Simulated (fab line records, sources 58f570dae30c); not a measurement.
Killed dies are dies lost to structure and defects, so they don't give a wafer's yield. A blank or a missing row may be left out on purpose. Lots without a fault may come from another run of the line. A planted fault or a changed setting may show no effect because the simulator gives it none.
fab line records | flow berkeley_cmos170
record lots=14 wafers=42 last_day=11
route steps=331 shown M1@238
lots that met no fault: from a run of the same line without faults
start_h: hours from the record's first day to the start of the lot's first wafer shown | wait_h: hours since the lot's step before | " the same as in the row above | L1.1+2: a row that stands for several wafers | - no value, or no start given | * or withheld: withheld | < > ~ a bound
route shown NAME@n: a module of which the file shows steps, and the number in the route of the first | usual: mean/standard deviation of fault-free wafers | same: alike in all rows | chamber/n: place in a boat | sites: the reading at each site | _std_site: their standard deviation | _edge_site: outer sites' mean less inner sites' | radius_mm: how far each site lies from the wafer's centre | mask NAME#n: copy n | behind: the tool/chamber that last shaped the wafer | hold: why the lot was held/for how many hours/how that ended | device: the transistor (n, p or np) that didn't switch | end of line: the same wafers' tests at the end of the route | a step without rows: its recipe alone | killed: dies lost to structure and defects at the first sort, not the wafer's yield | map: a wafer's dies, x killed, . not, _ none there
set.NAME: the setting as run; set.NAME@STEP: as run at that earlier step | model.NAME: the simulator's own value behind a step, which no gauge read
steps of the route over a sample of lots; a table a step, a row a wafer
services: from which hour (start_h, from the record's first day; less than 0 if before it) a tool's chamber was out of use, for how many hours, and why
## steps
# step UCB170_M1_SPUTTER_00
# recipe material=Al target_thk_nm=600 time_s=80 power_w=6000 chamber_pressure_pa=0.5
# usual cathode_dc_power_W=6000.0/0.99 throttle_valve_pct=30.2/1
# columns lot.wafer tool chamber start_h wait_h cathode_dc_power_W throttle_valve_pct
L584.3 pvd_sputter-02 - 138.23 0.0 5998.9 30.4
L584.5 " - " " 5999.2 30.4
L584.6 " - " " 6000.2 29.8
L583.1 pvd_sputter-03 - 140.28 0.0 6001.7 31.3
L583.2 " - " " 5999.6 30.6
L583.3 " - " " 6000.3 28.2
L585.2 pvd_sputter-04 - 159.19 0.0 5998.8 30.6
L585.4 " - " " 5998.7 28.2
L585.6 " - " " 6001.2 30.7
L588.1 pvd_sputter-03 - 173.06 0.0 5999.0 30.5
L588.2 " - " " 6000.7 27.9
L588.3 " - " " 6000.3 31.3
L587.1 pvd_sputter-04 - 173.29 0.0 5999.5 30.6
L587.2 " - " " 6000.9 31.2
L587.5 " - " " 6001.4 29.9
L595.2 pvd_sputter-04 - 182.51 0.0 6000.1 28.6
L595.3 " - " " 6001.4 30.2
L595.4 " - " " 5999.4 31.3
L593.1 pvd_sputter-03 - 182.95 0.0 6000.4 28.1
L593.3 " - " " 5999.2 30.5
L593.4 " - " " 6000.1 31.5
L592.2 pvd_sputter-03 - 203.35 0.0 6001.7 30.1
L592.3 " - " " 6000.0 30.8
L592.5 " - " " 5999.3 31.2
L597.2 pvd_sputter-04 - 223.96 0.0 6000.3 28.3
L597.4 " - " " 5998.6 31.2
L597.5 " - " " 6001.0 31.0
L600.1 pvd_sputter-02 - 238.07 0.0 5999.8 31.8
L600.4 " - " " 5997.9 30.7
L600.5 " - " " 6001.2 30.0
L601.1 pvd_sputter-04 - 239.50 0.0 6000.8 29.9
L601.4 " - " " 6000.6 28.9
L601.5 " - " " 6000.6 28.3
L602.1 pvd_sputter-02 - 239.71 0.0 5998.3 30.0
L602.5 " - " " 6000.9 31.7
L602.6 " - " " 6001.7 30.2
L604.2 pvd_sputter-04 - 247.73 0.0 6000.1 31.1
L604.4 " - " " 5998.9 29.8
L604.6 " - " " 6001.5 30.5
L606.3 pvd_sputter-02 - 250.72 0.0 6002.0 31.7
L606.5 " - " " 6000.9 30.5
L606.6 " - " " 6002.5 31.3
# step UCB170_M1_RS_MEAS_01
# recipe thk_meas_gauge=four-point-probe reads=Al_of_M1_SPUTTER_00
# usual M1_AL_RS=0.0482/0.00041
# columns lot.wafer tool chamber start_h wait_h M1_AL_RS[ohm/sq]
L584.3 film_metro-03 - 138.33 0.1 0.0480
L584.5 " - " " 0.0484
L584.6 " - " " 0.0479
L583.1 film_metro-04 - 140.34 0.0 0.0486
L583.2 " - " " 0.0489
L583.3 " - " " 0.0488
L585.2 film_metro-01 - 159.27 0.1 0.0477
L585.4 " - " " 0.0490
L585.6 " - " " 0.0477
L588.1 film_metro-04 - 173.12 0.0 0.0480
L588.2 " - " " 0.0480
L588.3 " - " " 0.0476
L587.1 film_metro-01 - 173.35 0.0 0.0482
L587.2 " - " " 0.0479
L587.5 " - " " 0.0485
L595.2 film_metro-04 - 182.59 0.1 0.0486
L595.3 " - " " 0.0482
L595.4 " - " " 0.0479
L593.1 film_metro-03 - 183.01 0.0 0.0389
L593.3 " - " " 0.0389
L593.4 " - " " 0.0389
L592.2 film_metro-03 - 203.43 0.1 0.0392
L592.3 " - " " 0.0392
L592.5 " - " " 0.0393
L597.2 film_metro-04 - 224.04 0.1 0.0482
L597.4 " - " " 0.0471
L597.5 " - " " 0.0474
L600.1 film_metro-04 - 238.13 0.0 0.0484
L600.4 " - " " 0.0483
L600.5 " - " " 0.0486
L601.1 film_metro-03 - 239.56 0.0 0.0481
L601.4 " - " " 0.0484
L601.5 " - " " 0.0483
L602.1 film_metro-04 - 239.78 0.0 0.0483
L602.5 " - " " 0.0484
L602.6 " - " " 0.0483
L604.2 film_metro-04 - 247.81 0.1 0.0480
L604.4 " - " " 0.0484
L604.6 " - " " 0.0479
L606.3 film_metro-03 - 250.82 0.1 0.0485
L606.5 " - " " 0.0488
L606.6 " - " " 0.0484
# step UCB170_M1_THK_MEAS_02
# recipe thk_meas_gauge=xrf reads=Al_of_M1_SPUTTER_00
# usual M1_AL_THK=610/6.3
# columns lot.wafer tool chamber start_h wait_h M1_AL_THK[nm]
L584.3 film_metro-03 - 138.43 0.1 619
L584.5 " - " " 614
L584.6 " - " " 616
L583.1 film_metro-04 - 140.46 0.1 605
L583.2 " - " " 598
L583.3 " - " " 603
L585.2 film_metro-01 - 159.38 0.1 608
L585.4 " - " " 595
L585.6 " - " " 613
L588.1 film_metro-04 - 173.24 0.1 610
L588.2 " - " " 609
L588.3 " - " " 613
L587.1 film_metro-01 - 173.47 0.1 604
L587.2 " - " " 606
L587.5 " - " " 600
L595.2 film_metro-04 - 182.70 0.1 601
L595.3 " - " " 608
L595.4 " - " " 609
L593.1 film_metro-03 - 183.13 0.1 755
L593.3 " - " " 763
L593.4 " - " " 762
L592.2 film_metro-03 - 203.54 0.1 758
L592.3 " - " " 761
L592.5 " - " " 759
L597.2 film_metro-04 - 224.15 0.1 613
L597.4 " - " " 622
L597.5 " - " " 617
L600.1 film_metro-04 - 238.25 0.1 608
L600.4 " - " " 605
L600.5 " - " " 602
L601.1 film_metro-03 - 239.68 0.1 617
L601.4 " - " " 612
L601.5 " - " " 609
L602.1 film_metro-04 - 239.90 0.1 607
L602.5 " - " " 602
L602.6 " - " " 608
L604.2 film_metro-04 - 247.92 0.1 610
L604.4 " - " " 606
L604.6 " - " " 611
L606.3 film_metro-03 - 250.92 0.1 609
L606.5 " - " " 611
L606.6 " - " " 614
# step UCB170_M1_METAL_ETCH_12
# recipe chemistry=Cl2/BCl3 target=Al stop_on=PSG pressure_mtorr=12 target_depth_a=7800 over_etch_frac=0.3 time_s=130 icp_w=600 bias_w=120 Cl2_flow_sccm=90 bcl3_flow_sccm=45
# usual drypump_motor_current_A=5.8/0.53 mfc_cl2_sccm=90.02/0.26 oes_product_au=0.850/0.012 throttle_valve_pct=24.36/0.25
# columns lot.wafer tool chamber start_h wait_h drypump_motor_current_A mfc_cl2_sccm oes_product_au rf_hours_counter_h throttle_valve_pct
L584.3 rie_metal-01 1 139.71 - 6.3 90.20 0.861 - 24.00
L584.5 " 1 " " 6.3 90.03 0.859 - 24.01
L584.6 " 0 " " 5.1 89.92 0.857 - 24.40
L583.1 rie_metal-04 1 141.56 - 6.1 90.12 0.832 6.5 24.67
L583.2 " 0 " " 6.3 90.11 0.844 9.7 24.20
L583.3 " 0 " " 6.3 90.17 0.842 - 24.19
L585.2 rie_metal-01 1 160.70 - 6.3 90.29 0.865 9.2 24.00
L585.4 " 0 " " 5.1 90.14 0.848 - 24.39
L585.6 " 1 " " 6.3 89.93 0.858 - 24.01
L588.1 rie_metal-01 0 174.69 - 5.1 90.10 0.855 2.4 24.41
L588.2 " 1 " " 6.3 89.91 0.863 9.3 24.00
L588.3 " 1 " " 6.3 89.62 0.861 - 24.00
L587.1 rie_metal-04 0 174.93 - 6.3 90.31 0.853 10.5 24.20
L587.2 " 1 " " 6.0 89.64 0.837 7.3 24.66
L587.5 " 1 " " 6.1 89.87 0.840 - 24.66
L595.2 rie_metal-02 0 183.95 - 5.0 89.91 0.863 5.7 24.04
L595.3 " 0 " " 5.0 90.26 0.871 - 24.05
L595.4 " 1 " " 6.1 89.70 0.844 - 24.53
L593.1 rie_metal-01 0 184.50 - 5.1 90.60 0.953 2.7 24.35
L593.3 " 1 " " 6.3 89.98 0.956 - 23.96
L593.4 " 0 " " 5.1 90.37 0.948 - 24.35
L592.2 rie_metal-02 1 204.93 - 6.1 89.65 0.949 4.2 24.47
L592.3 " 0 " " 5.0 89.72 0.966 - 24.01
L592.5 " 0 " " 5.0 89.78 0.975 - 24.01
L597.2 rie_metal-01 0 226.83 - 5.1 90.02 0.855 3.7 24.40
L597.4 " 1 " " 6.3 89.91 0.877 - 24.00
L597.5 " 1 " " 6.3 89.72 0.870 - 24.00
L600.1 rie_metal-04 1 239.62 - 6.1 90.32 0.839 9.1 24.65
L600.4 " 1 " " 6.1 90.05 0.835 - 24.65
L600.5 " 1 " " 6.1 89.89 0.839 - 24.66
L601.1 rie_metal-02 1 240.78 - 6.1 89.91 0.831 5.1 24.54
L601.4 " 1 " " 6.1 90.34 0.836 - 24.54
L601.5 " 0 " " 5.0 89.87 0.864 - 24.06
L602.1 rie_metal-04 1 241.26 - 6.0 89.82 0.852 9.4 24.68
L602.5 " 1 " " 6.0 89.65 0.837 - 24.65
L602.6 " 1 " " 6.1 89.88 0.838 - 24.68
L604.2 rie_metal-04 1 250.60 - 6.1 89.96 0.845 - 24.66
L604.4 " 1 " " 6.0 89.76 0.843 - 24.67
L604.6 " 1 " " 6.1 89.64 0.836 - 24.65
L606.3 rie_metal-01 0 252.94 - 5.2 89.98 0.849 - 24.40
L606.5 " 0 " " 5.1 89.98 0.846 - 24.40
L606.6 " 0 " " 5.2 90.57 0.856 - 24.40
## services
# columns tool chamber start_h hours kind
rie_metal-02 - 128.43 0.6 repair
rie_metal-02 - 147.13 1.4 pm
pvd_sputter-04 - 178.49 1.6 repair
rie_metal-01 - 182.97 0.6 repair
pvd_sputter-04 - 186.58 9.5 repair
pvd_sputter-03 3 204.91 - consumable_replace:kit
pvd_sputter-03 3 204.91 18.0 scheduled_down
pvd_sputter-03 3 204.91 18.0 vent_cycle
rie_metal-04 0 234.20 - clean
rie_metal-04 0 234.20 24.7 scheduled_down
rie_metal-04 0 234.20 24.7 vent_cycle
rie_metal-01 1 235.50 18.8 repair
## key
first_sign step=UCB170_M1_RS_MEAS_01 reading=M1_AL_RS direction=down sigmas=22 usual=0.0482 struck=0.0391
effect step=UCB170_M1_THK_MEAS_02 reading=M1_AL_THK direction=up sigmas=24 usual=610 struck=759
effect step=UCB170_M1_METAL_ETCH_12 reading=oes_product_au direction=up sigmas=8.7 usual=0.850 struck=0.958
met_at UCB170_M1_SPUTTER_00
struck_lots L592,L593
later_rows_left_out L592.3,L593.3
sort_left_out L592.2,L592.3,L592.5,L593.1,L593.3,L593.4
onset_between 173.06 182.95
fault kind=process_parameter_drift tool=pvd_sputter-03 chamber=- onset_h=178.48 steps=UCB170_M1_SPUTTER_00 channel=time_s offset=* shape=step end_h=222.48 acts_in=* stated=*
# sort_left_out: the simulated sort isn't trusted on such a fault, so these wafers' sort isn't shown, and their yield isn't known
# later_rows_left_out: the simulator's readings of these wafers behind a module that went badly wrong aren't trusted and aren't shown, but for the sort
